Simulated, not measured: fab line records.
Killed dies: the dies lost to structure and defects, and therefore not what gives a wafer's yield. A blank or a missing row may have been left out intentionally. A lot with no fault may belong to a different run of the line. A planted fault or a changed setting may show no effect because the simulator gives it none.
What tool caused it?	flow berkeley cmos170	42 wafers from 14 lots sampled at 7 of the route's 331 steps

WHAT THE GAUGES SHOWED, per wafer
UCB170_FIELD_THK_MEAS_02.
lot	measured	on	FIELD_OXIDE_THK (nm)
L912	day 5 15:17	film metro-02	565 564 562
L911	day 5 15:17	film metro-01	564 559 564
L915	day 5 21:33	film metro-02	542 552 549
L916	day 5 21:35	film metro-01	555 562 551
L920	day 7 01:41	film metro-02	565 567 568
L919	day 7 01:47	film metro-01	557 566 559
L925	day 8 15:08	film metro-03	554 546 562
L927	day 8 15:08	film metro-02	571 552 563
L929	day 8 23:49	film metro-02	545 541 546
L930	day 8 23:49	film metro-01	553 562 553
L932	day 9 17:43	film metro-02	564 564 567
L933	day 9 17:47	film metro-02	586 576 576
L931	day 9 17:48	film metro-01	566 564 562
L934	day 10 03:50	film metro-03	548 555 545

UCB170_SDANNEAL_RS_MEAS_02: measurement is done with a four-point probe.
lot	measured	on	PSD_RS (ohm/sq)
L912	day 8 08:07	film metro-01	75.95 76.09 75.79
L911	day 8 09:42	film metro-01	75.32 75.48 75.08
L915	day 8 18:19	film metro-03	75.23 75.58 75.75
L916	day 8 18:59	film metro-04	70.10 69.91 70.01
L920	day 9 17:52	film metro-01	75.81 75.61 75.45
L919	day 9 17:19	film metro-01	69.89 69.97 69.86
L925	day 11 08:28	film metro-03	75.82 75.68 75.88
L927	day 11 08:12	film metro-04	75.41 75.16 75.33
L929	day 11 23:53	film metro-04	75.70 75.91 75.88
L930	day 12 00:26	film metro-04	75.55 75.86 75.87
L932	day 12 12:55	film metro-04	75.36 75.01 75.61
L933	day 12 12:31	film metro-01	75.08 75.52 75.29
L931	day 12 12:14	film metro-04	75.75 75.66 75.74
L934	day 13 00:43	film metro-04	75.17 75.48 75.45

UCB170_SDANNEAL_RS_MEAS_03: measurement is done with a four-point probe.
lot	measured	on	NSD_RS (ohm/sq)
L912	day 8 08:14	film metro-01	37.30 37.28 37.31
L911	day 8 09:49	film metro-01	37.30 37.25 37.21
L915	day 8 18:26	film metro-03	37.16 37.18 37.23
L916	day 8 19:06	film metro-04	35.94 36.06 35.94
L920	day 9 17:59	film metro-01	37.26 37.09 37.23
L919	day 9 17:26	film metro-01	35.90 35.88 35.90
L925	day 11 08:35	film metro-03	37.28 37.19 37.28
L927	day 11 08:19	film metro-04	37.30 37.22 37.27
L929	day 12 00:01	film metro-04	37.25 37.36 37.32
L930	day 12 00:33	film metro-04	37.24 37.32 37.36
L932	day 12 13:02	film metro-04	37.27 37.30 37.31
L933	day 12 12:38	film metro-01	37.30 37.33 37.35
L931	day 12 12:22	film metro-04	37.42 37.33 37.32
L934	day 13 00:50	film metro-04	37.21 37.16 37.22

UCB170_SDANNEAL_RS_MEAS_04: measurement is done with a four-point probe.
lot	measured	on	PLDD_RS (ohm/sq)
L912	day 8 08:21	film metro-01	1027.6 1029.0 1027.0
L911	day 8 09:56	film metro-01	1031.2 1031.7 1028.4
L915	day 8 18:33	film metro-03	1033.8 1034.8 1032.6
L916	day 8 19:13	film metro-04	1022.3 1021.6 1022.3
L920	day 9 18:07	film metro-01	1029.5 1030.0 1032.0
L919	day 9 17:33	film metro-01	1022.1 1018.7 1018.5
L925	day 11 08:43	film metro-03	1030.2 1030.1 1030.8
L927	day 11 08:26	film metro-04	1032.2 1032.2 1031.5
L929	day 12 00:08	film metro-04	1035.1 1033.0 1034.3
L930	day 12 00:40	film metro-04	1029.1 1027.1 1026.0
L932	day 12 13:10	film metro-04	1034.9 1034.7 1036.1
L933	day 12 12:46	film metro-01	1026.4 1027.8 1026.6
L931	day 12 12:29	film metro-04	1036.8 1034.3 1035.4
L934	day 13 00:58	film metro-04	1031.7 1031.0 1030.1

UCB170_M1_OVL_MEAS_10.
lot	measured	on	M1_OVL (nm)
L912	day 8 15:56	overlay-02	7 7 12
L911	day 8 17:46	overlay-02	6 -2 4
L915	day 9 01:30	overlay-02	1 1 1
L916	day 9 03:35	overlay-01	1 -5 -2
L920	day 10 02:49	overlay-01	5 -7 3
L919	day 10 01:41	overlay-02	2 14 2
L925	day 11 17:39	overlay-02	-3 -2 4
L927	day 11 15:43	overlay-02	5 4 1
L929	day 12 08:14	overlay-02	-1 7 4
L930	day 12 10:07	overlay-01	6 4 -5
L932	day 12 22:32	overlay-02	2 -4 7
L933	day 12 22:26	overlay-01	11 6 0
L931	day 12 22:15	overlay-02	-3 -7 -8
L934	day 13 07:37	overlay-02	-6 2 2

TOOL THAT RAN EACH LOT (tool first, then ch and the chambers of the sampled wafers, then the start)
lot	UCB170_SDANNEAL_RTA_00	UCB170_SDANNEAL_RTA_01
L912	rtp anneal-01 ch 0, day 8 07:59	rtp anneal-01 ch 0, day 8 08:03
L911	rtp anneal-01 ch 0, day 8 09:34	rtp anneal-01 ch 0, day 8 09:38
L915	rtp anneal-01 ch 0, day 8 18:11	rtp anneal-01 ch 0, day 8 18:15
L916	rtp anneal-01 ch 0, day 8 18:37	rtp anneal-01 ch 0, day 8 18:41
L920	rtp anneal-02 ch 0, day 9 17:39	rtp anneal-02 ch 0, day 9 17:43
L919	rtp anneal-01 ch 0, day 9 17:11	rtp anneal-01 ch 0, day 9 17:15
L925	rtp anneal-02 ch 0, day 11 08:21	rtp anneal-02 ch 0, day 11 08:25
L927	rtp anneal-02 ch 0, day 11 08:04	rtp anneal-02 ch 0, day 11 08:08
L929	rtp anneal-02 ch 0, day 11 23:38	rtp anneal-02 ch 0, day 11 23:46
L930	rtp anneal-02 ch 0, day 12 00:09	rtp anneal-02 ch 0, day 12 00:13
L932	rtp anneal-01 ch 0, day 12 12:47	rtp anneal-01 ch 0, day 12 12:51
L933	rtp anneal-02 ch 0, day 12 12:22	rtp anneal-02 ch 0, day 12 12:26
L931	rtp anneal-01 ch 0, day 12 12:07	rtp anneal-01 ch 0, day 12 12:10
L934	rtp anneal-01 ch 0, day 13 00:36	rtp anneal-01 ch 0, day 13 00:40
- UCB170_SDANNEAL_RTA_00: time 10 s.
- UCB170_SDANNEAL_RTA_01: time 5 s.

WHAT THE TOOLS THEMSELVES READ (means of the sampled wafers that have a number; where no wafer has one, the mark that the record gives instead)
UCB170_SDANNEAL_RTA_00.
lot	tool	chamber o2 ppm	lamp power pct (%)	wafer_temp_C_max
L912	rtp anneal-01	2.016	25.4	904.5
L911	rtp anneal-01	2.001	25.4	904.9
L915	rtp anneal-01	2.029	25.4	904.5
L916	rtp anneal-01	1.982	25.4	905.1
L920	rtp anneal-02	2.026	23.1	904.1
L919	rtp anneal-01	2.000	25.4	904.9
L925	rtp anneal-02	1.993	23.1	903.3
L927	rtp anneal-02	2.012	23.1	904.0
L929	rtp anneal-02	2.001	23.1	903.3
L930	rtp anneal-02	2.000	23.1	903.4
L932	rtp anneal-01	1.989	25.4	906.2
L933	rtp anneal-02	2.011	23.1	903.2
L931	rtp anneal-01	2.008	25.3	906.0
L934	rtp anneal-01	2.000	25.4	905.7

UCB170_SDANNEAL_RTA_01.
lot	tool	chamber o2 ppm	lamp power pct (%)	wafer_temp_C_max
L912	rtp anneal-01	1.967	39.2	1056.8
L911	rtp anneal-01	2.004	39.2	1055.8
L915	rtp anneal-01	1.972	39.2	1055.7
L916	rtp anneal-01	1.971	39.1	1055.7
L920	rtp anneal-02	2.009	35.6	1054.9
L919	rtp anneal-01	2.000	39.2	1055.7
L925	rtp anneal-02	1.987	35.7	1054.1
L927	rtp anneal-02	2.023	35.7	1054.5
L929	rtp anneal-02	2.024	35.7	1054.8
L930	rtp anneal-02	1.988	35.7	1054.8
L932	rtp anneal-01	2.018	39.2	1055.1
L933	rtp anneal-02	2.013	35.7	1053.9
L931	rtp anneal-01	2.022	39.2	1056.6
L934	rtp anneal-01	2.006	39.2	1055.1

THE ANSWER, worked out from the rows above alone
Rule: what is usual is taken from the lots themselves. Put in order of their means at a reading, lots are off if they are a third of the lots or fewer, leave a main group of 4 or more, and stand apart from it by a gap of 3 or more times the standard deviation of the main group's means; of several such gaps the widest counts. The tables above print the reading to a certain number of digits; a main group whose means all agree to those digits is not used. Also off: a lot with no number at a reading for which 4 or more lots have one. All remaining lots with rows at the step are treated as sound. First the gauges in route order, then the tools' own readings, where a lot's mean is used as printed above. The first step at which some lot is off is used, and at that step the reading that is off furthest; a lot without a number counts as furthest.
Off: at UCB170_SDANNEAL_RS_MEAS_02 (PSD_RS), L916, L919. The main group has a mean of 75.56 ohm/sq with a standard deviation of 0.23.
A tool fits if, at a process step before that reading, it ran every lot that is off, and no sound lot after the first of them. Those tools and the gauges at UCB170_SDANNEAL_RS_MEAS_02 are tried in the same way. Of those tried, none fits.

WHAT THE SIMULATOR HAD INSERTED
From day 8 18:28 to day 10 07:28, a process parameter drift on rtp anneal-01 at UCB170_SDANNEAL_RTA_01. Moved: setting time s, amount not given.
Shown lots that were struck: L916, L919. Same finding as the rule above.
